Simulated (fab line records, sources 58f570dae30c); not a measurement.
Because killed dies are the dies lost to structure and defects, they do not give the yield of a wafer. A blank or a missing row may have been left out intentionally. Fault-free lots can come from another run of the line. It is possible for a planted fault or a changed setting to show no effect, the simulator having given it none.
The tool behind it: which one? :: flow berkeley cmos170 :: Sampling: 13 lots, 39 wafers, 6 of 331 route steps

WHAT THE GAUGES SHOWED, per wafer
UCB170_SDANNEAL_RS_MEAS_04: a four-point-probe measurement. Usual: PLDD_RS gives 1031 ohm/sq (standard deviation 3.1).
lot: L476
measured: day 7 15:43
on: film metro-03
PLDD_RS (ohm/sq): 1028 1028 1028
flag: 

lot: L477
measured: day 8 05:05
on: film metro-03
PLDD_RS (ohm/sq): 1029 1033 1032
flag: 

lot: L480
measured: day 8 05:05
on: film metro-02
PLDD_RS (ohm/sq): 1035 1033 1033
flag: 

lot: L478
measured: day 8 05:18
on: film metro-01
PLDD_RS (ohm/sq): 1040 1037 1034
flag: 

lot: L479
measured: day 8 05:45
on: film metro-03
PLDD_RS (ohm/sq): 1030 1030 1027
flag: 

lot: L483
measured: day 9 03:26
on: film metro-01
PLDD_RS (ohm/sq): 1028 1029 1029
flag: 

lot: L485
measured: day 10 00:24
on: film metro-03
PLDD_RS (ohm/sq): 1033 1031 1029
flag: 

lot: L486
measured: day 10 01:16
on: film metro-03
PLDD_RS (ohm/sq): 1032 1030 1032
flag: 

lot: L488
measured: day 10 10:07
on: film metro-03
PLDD_RS (ohm/sq): 1033 1035 1031
flag: 

lot: L491
measured: day 10 22:28
on: film metro-03
PLDD_RS (ohm/sq): 1031 1029 1029
flag: 

lot: L490
measured: day 10 22:38
on: film metro-02
PLDD_RS (ohm/sq): 1031 1027 1031
flag: 

lot: L499
measured: day 12 09:57
on: film metro-01
PLDD_RS (ohm/sq): 1031 1032 1031
flag: 

lot: L497
measured: day 12 11:12
on: film metro-03
PLDD_RS (ohm/sq): 1033 1034 1034
flag: 

UCB170_CONTACT_THK_MEAS_02. Usual: CONTACT_PSG_THK gives 698 nm (standard deviation 7.2).
lot: L476
measured: day 7 19:08
on: film metro-01
CONTACT_PSG_THK (nm): 703 695 704
flag: 

lot: L477
measured: day 8 08:34
on: film metro-02
CONTACT_PSG_THK (nm): 694 690 695
flag: 

lot: L480
measured: day 8 08:34
on: film metro-01
CONTACT_PSG_THK (nm): 704 717 710
flag: 

lot: L478
measured: day 8 08:14
on: film metro-01
CONTACT_PSG_THK (nm): 692 692 696
flag: 

lot: L479
measured: day 8 10:01
on: film metro-04
CONTACT_PSG_THK (nm): 698 699 698
flag: 

lot: L483
measured: day 9 06:10
on: film metro-04
CONTACT_PSG_THK (nm): 709 706 702
flag: 

lot: L485
measured: day 10 03:00
on: film metro-01
CONTACT_PSG_THK (nm): 691 688 693
flag: 

lot: L486
measured: day 10 03:56
on: film metro-02
CONTACT_PSG_THK (nm): 695 699 700
flag: 

lot: L488
measured: day 10 13:24
on: film metro-01
CONTACT_PSG_THK (nm): 710 706 717
flag: 

lot: L491
measured: day 11 03:20
on: film metro-02
CONTACT_PSG_THK (nm): 696 687 691
flag: 

lot: L490
measured: day 11 03:19
on: film metro-04
CONTACT_PSG_THK (nm): 697 698 701
flag: 

lot: L499
measured: day 12 12:31
on: film metro-01
CONTACT_PSG_THK (nm): 691 697 690
flag: 

lot: L497
measured: day 12 14:18
on: film metro-01
CONTACT_PSG_THK (nm): 690 685 692
flag: 

UCB170_M1_RS_MEAS_01: a four-point-probe measurement. Usual: M1_AL_RS gives 0.0487 ohm/sq (standard deviation 0.00049).
lot: L476
measured: day 7 21:52
on: film metro-03
M1_AL_RS (ohm/sq): 0.0486 0.0486 0.0486
flag: 

lot: L477
measured: day 8 11:47
on: film metro-03
M1_AL_RS (ohm/sq): 0.0484 0.0481 0.0485
flag: 

lot: L480
measured: day 8 11:57
on: film metro-02
M1_AL_RS (ohm/sq): 0.0491 0.0489 0.0493
flag: 

lot: L478
measured: day 8 10:46
on: film metro-02
M1_AL_RS (ohm/sq): 0.0490 0.0492 0.0484
flag: 

lot: L479
measured: day 8 13:30
on: film metro-01
M1_AL_RS (ohm/sq): 0.0485 0.0483 0.0485
flag: 

lot: L483
measured: day 9 08:45
on: film metro-01
M1_AL_RS (ohm/sq): 0.0491 0.0482 0.0487
flag: 

lot: L485
measured: day 10 05:30
on: film metro-03
M1_AL_RS (ohm/sq): 0.0490 0.0489 0.0488
flag: 

lot: L486
measured: day 10 06:49
on: film metro-01
M1_AL_RS (ohm/sq): 0.0491 0.0480 0.0489
flag: 

lot: L488
measured: day 10 16:23
on: film metro-02
M1_AL_RS (ohm/sq): 0.0482 0.0489 0.0483
flag: 

lot: L491
measured: day 11 07:38
on: film metro-02
M1_AL_RS (ohm/sq): 0.0492 0.0418 0.0420
flag: OFF

lot: L490
measured: day 11 07:16
on: film metro-01
M1_AL_RS (ohm/sq): 0.0487 0.0480 0.0489
flag: 

lot: L499
measured: day 12 15:07
on: film metro-01
M1_AL_RS (ohm/sq): 0.0484 0.0484 0.0484
flag: 

lot: L497
measured: day 12 17:33
on: film metro-03
M1_AL_RS (ohm/sq): 0.0480 0.0484 0.0488
flag: 

UCB170_M1_THK_MEAS_02: measures by xrf. Usual: M1_AL_THK gives 601 nm (standard deviation 6.5).
lot: L476
measured: day 7 21:59
on: film metro-03
M1_AL_THK (nm): 603 603 603
flag: 

lot: L477
measured: day 8 11:54
on: film metro-03
M1_AL_THK (nm): 609 611 607
flag: 

lot: L480
measured: day 8 12:04
on: film metro-02
M1_AL_THK (nm): 592 595 591
flag: 

lot: L478
measured: day 8 10:52
on: film metro-02
M1_AL_THK (nm): 597 596 601
flag: 

lot: L479
measured: day 8 13:36
on: film metro-01
M1_AL_THK (nm): 600 603 604
flag: 

lot: L483
measured: day 9 08:52
on: film metro-01
M1_AL_THK (nm): 599 610 603
flag: 

lot: L485
measured: day 10 05:37
on: film metro-03
M1_AL_THK (nm): 601 599 601
flag: 

lot: L486
measured: day 10 06:55
on: film metro-01
M1_AL_THK (nm): 598 610 599
flag: 

lot: L488
measured: day 10 16:31
on: film metro-02
M1_AL_THK (nm): 605 590 601
flag: 

lot: L491
measured: day 11 07:45
on: film metro-02
M1_AL_THK (nm): 592 696 688
flag: OFF

lot: L490
measured: day 11 07:23
on: film metro-01
M1_AL_THK (nm): 602 609 600
flag: 

lot: L499
measured: day 12 15:14
on: film metro-01
M1_AL_THK (nm): 605 601 605
flag: 

lot: L497
measured: day 12 17:40
on: film metro-03
M1_AL_THK (nm): 609 604 598
flag: 

TOOL THAT RAN EACH LOT (tool first, then ch and the chambers of the sampled wafers, then the start)
lot: L476
UCB170_SILICIDE_RTA_04: rtp anneal-02 ch 0, day 7 16:16
UCB170_M1_SPUTTER_00: pvd sputter-04, day 7 21:48

lot: L477
UCB170_SILICIDE_RTA_04: rtp anneal-02 ch 0, day 8 05:36
UCB170_M1_SPUTTER_00: pvd sputter-01, day 8 11:43

lot: L480
UCB170_SILICIDE_RTA_04: rtp anneal-01 ch 0, day 8 05:36
UCB170_M1_SPUTTER_00: pvd sputter-04, day 8 11:52

lot: L478
UCB170_SILICIDE_RTA_04: rtp anneal-01 ch 0, day 8 05:48
UCB170_M1_SPUTTER_00: pvd sputter-03, day 8 10:40

lot: L479
UCB170_SILICIDE_RTA_04: rtp anneal-02 ch 0, day 8 06:15
UCB170_M1_SPUTTER_00: pvd sputter-03, day 8 13:24

lot: L483
UCB170_SILICIDE_RTA_04: rtp anneal-02 ch 0, day 9 03:57
UCB170_M1_SPUTTER_00: pvd sputter-03, day 9 08:41

lot: L485
UCB170_SILICIDE_RTA_04: rtp anneal-02 ch 0, day 10 00:54
UCB170_M1_SPUTTER_00: pvd sputter-04, day 10 05:25

lot: L486
UCB170_SILICIDE_RTA_04: rtp anneal-01 ch 0, day 10 01:45
UCB170_M1_SPUTTER_00: pvd sputter-03, day 10 06:44

lot: L488
UCB170_SILICIDE_RTA_04: rtp anneal-01 ch 0, day 10 10:38
UCB170_M1_SPUTTER_00: pvd sputter-01, day 10 16:19

lot: L491
UCB170_SILICIDE_RTA_04: rtp anneal-01 ch 0, day 10 22:59
UCB170_M1_SPUTTER_00: pvd sputter-04, day 11 07:34

lot: L490
UCB170_SILICIDE_RTA_04: rtp anneal-02 ch 0, day 10 23:09
UCB170_M1_SPUTTER_00: pvd sputter-01, day 11 07:13

lot: L499
UCB170_SILICIDE_RTA_04: rtp anneal-01 ch 0, day 12 10:28
UCB170_M1_SPUTTER_00: pvd sputter-03, day 12 15:03

lot: L497
UCB170_SILICIDE_RTA_04: rtp anneal-01 ch 0, day 12 11:43
UCB170_M1_SPUTTER_00: pvd sputter-03, day 12 17:29
- UCB170_SILICIDE_RTA_04: time 15 s.
- UCB170_M1_SPUTTER_00: material Al, target thk 600 nm, time 80 s.

WHAT THE TOOLS THEMSELVES READ (means of the sampled wafers that have a number; where no wafer has one, the mark that the record gives instead)
UCB170_SILICIDE_RTA_04. Usual: lamp power pct 9.382 %, standard deviation 0.012; wafer_temp_C_max 653.3, standard deviation 1.3.
lot: L476
tool: rtp anneal-02
lamp power pct (%): 9.374
wafer_temp_C_max: 652.3
flag: 

lot: L477
tool: rtp anneal-02
lamp power pct (%): 9.372
wafer_temp_C_max: 652.3
flag: 

lot: L480
tool: rtp anneal-01
lamp power pct (%): 9.391
wafer_temp_C_max: 654.4
flag: 

lot: L478
tool: rtp anneal-01
lamp power pct (%): 9.388
wafer_temp_C_max: 654.4
flag: 

lot: L479
tool: rtp anneal-02
lamp power pct (%): 9.377
wafer_temp_C_max: 652.1
flag: 

lot: L483
tool: rtp anneal-02
lamp power pct (%): 9.372
wafer_temp_C_max: 652.4
flag: 

lot: L485
tool: rtp anneal-02
lamp power pct (%): 9.370
wafer_temp_C_max: 652.2
flag: 

lot: L486
tool: rtp anneal-01
lamp power pct (%): 9.388
wafer_temp_C_max: 654.5
flag: 

lot: L488
tool: rtp anneal-01
lamp power pct (%): 9.391
wafer_temp_C_max: 654.9
flag: 

lot: L491
tool: rtp anneal-01
lamp power pct (%): 9.388
wafer_temp_C_max: 654.1
flag: 

lot: L490
tool: rtp anneal-02
lamp power pct (%): 9.373
wafer_temp_C_max: 652.1
flag: 

lot: L499
tool: rtp anneal-01
lamp power pct (%): 9.393
wafer_temp_C_max: 655.0
flag: 

lot: L497
tool: rtp anneal-01
lamp power pct (%): 9.387
wafer_temp_C_max: 655.1
flag: 

UCB170_M1_SPUTTER_00. Usual: cathode dc power W 5999.9 W, standard deviation 1; throttle valve pct 29.7 %, standard deviation 0.77.
lot: L476
tool: pvd sputter-04
cathode dc power W (W): 6000.8
throttle valve pct (%): 30.5
flag: 

lot: L477
tool: pvd sputter-01
cathode dc power W (W): 6000.2
throttle valve pct (%): 29.4
flag: 

lot: L480
tool: pvd sputter-04
cathode dc power W (W): 6000.2
throttle valve pct (%): 29.8
flag: 

lot: L478
tool: pvd sputter-03
cathode dc power W (W): 6000.2
throttle valve pct (%): 29.5
flag: 

lot: L479
tool: pvd sputter-03
cathode dc power W (W): 6000.2
throttle valve pct (%): 29.8
flag: 

lot: L483
tool: pvd sputter-03
cathode dc power W (W): 6000.1
throttle valve pct (%): 30.0
flag: 

lot: L485
tool: pvd sputter-04
cathode dc power W (W): 6000.1
throttle valve pct (%): 30.1
flag: 

lot: L486
tool: pvd sputter-03
cathode dc power W (W): 5999.4
throttle valve pct (%): 29.6
flag: 

lot: L488
tool: pvd sputter-01
cathode dc power W (W): 5999.4
throttle valve pct (%): 28.9
flag: 

lot: L491
tool: pvd sputter-04
cathode dc power W (W): 6666.1
throttle valve pct (%): 29.5
flag: OFF

lot: L490
tool: pvd sputter-01
cathode dc power W (W): 5999.9
throttle valve pct (%): 28.7
flag: 

lot: L499
tool: pvd sputter-03
cathode dc power W (W): 5998.8
throttle valve pct (%): 29.6
flag: 

lot: L497
tool: pvd sputter-03
cathode dc power W (W): 6000.7
throttle valve pct (%): 29.6
flag: 

THE ANSWER, worked out from the rows above alone
Rule: a lot is off if the mean of its wafers that have a number lies more than 3 standard deviations from the usual mean. Also off: a lot with no number at a reading for which 4 or more lots have one. Where the step has rows for the other lots, those lots are counted as sound. The gauges are gone through in route order, then the tools' own readings, and for those a lot's mean is taken as printed above. The first step at which some lot is off is used, and at that step the reading that is off furthest; a lot without a number counts as furthest.
Off: at UCB170_M1_RS_MEAS_01 (M1_AL_RS), L491.
A tool fits if, at a process step before that reading, it ran every lot that is off, and no sound lot after the first of them. The gauges at UCB170_M1_RS_MEAS_01 aren't tried: what is off there is off at UCB170_M1_SPUTTER_00 too, on other tools, and a gauge's error can't cause that. One fits: UCB170_M1_SPUTTER_00 on pvd sputter-04. A fault onset in the window from L485 (day 10 05:25, its last sound lot) to L491 (day 11 07:34, its first lot off) fits.
On the lots that are off, the tool's own readings at UCB170_M1_SPUTTER_00 differ by more than 5 times the standard deviation of the sound lots' means, which bears it out; cathode dc power W reads 6666.1 W there versus 6000.0 W on the sound lots.

WHAT THE SIMULATOR PUT IN
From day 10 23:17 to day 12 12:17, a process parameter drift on pvd sputter-04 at UCB170_M1_SPUTTER_00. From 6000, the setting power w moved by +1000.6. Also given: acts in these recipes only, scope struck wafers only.
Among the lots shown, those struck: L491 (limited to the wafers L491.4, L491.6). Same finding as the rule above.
